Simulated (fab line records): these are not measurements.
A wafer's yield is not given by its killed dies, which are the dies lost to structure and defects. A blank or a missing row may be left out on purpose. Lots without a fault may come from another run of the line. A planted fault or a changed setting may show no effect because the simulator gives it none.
Code-filled problem report in 8D (eight disciplines) form ; flow berkeleyCmos170 ; the parts of the form that need people (team, actions taken, sign-off) are left out

## 1. WHAT WENT WRONG
doseIonsCm2 at UCB170_PVT_IMPLANT_07 reads a mean of 2.1198e+12 on 9 wafers of 3 lots; wafers without a fault read 2.0001e+12 with a standard deviation of 2.3e+09. That is +52 standard deviations from the usual mean.
The first sign was on wafer L889.1 at day 8 20:50, on implanter-03. The record holds 21 wafers of 7 lots with a number at this step. The rule behind "out" and "out of limits": a value lying over 4 standard deviations away from the usual mean. All remaining wafers that have a number are taken as sound.

## 2. WHAT IT IS AND WHAT IT IS NOT
question;is;is not
which readings at this step;doseIonsCm2;-
which lots;L889, L891, L894;L885, L890, L897, L898
which wafers of those lots;all that have a number;-
read on which tools;implanter-03;implanter-02, implanter-04
when;from day 8 20:50;"up to then (6 sound wafers); but 6 sound wafers of L897, L898 came after"

## 3. WHAT RULES OUT EACH SUSPECT
Counting: any tool at a process step up to the reading is kept as a suspect provided that every lot that is out went through it and no sound lot did after the first of them.
- implanter-03 at UCB170_PVT_IMPLANT_07: kept. Every lot that is out went through it, starting with L889 (day 8 20:50), and after that it ran no sound lot; the last sound lot it ran before then is L885 (day 7 21:41). Its own readings are out on those wafers: doseIonsCm2.
After counting, what remains is implanter-03 at UCB170_PVT_IMPLANT_07.

## 4. THE CAUSE (what the simulator had put in)
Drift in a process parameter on implanter-03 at UCB170_PVT_IMPLANT_07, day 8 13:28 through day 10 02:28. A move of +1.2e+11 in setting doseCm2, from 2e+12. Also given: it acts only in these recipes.
Only this tool survived the counting.

## 5. THE EFFECT CHAIN, in route order
Each row: a reading where the mean over the struck wafers with a number is more than 3 standard deviations away from the usual. Only readings whose record carries a usual standard deviation are examined. hours: median over the lots of the time between each lot's start at the first step of this table that gives one and its start at this step. sigmas: the change, counted in usual standard deviations.
hours;step;reading;usual;on struck wafers;change;sigmas
0;UCB170_PVT_IMPLANT_07;doseIonsCm2;2.0001e+12;2.1198e+12;+1.1973e+11;+52
0;UCB170_PVT_IMPLANT_07;faradayCurrentUA;6.36;6.80;+0.44;+3.7
Process steps it contains:
- UCB170_PVT_IMPLANT_07

## 6. HOW IT WOULD HAVE BEEN CAUGHT EARLIER
7 hours passed between the start of the fault at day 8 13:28 and the first reading out of limits in this record, taken at day 8 20:50.
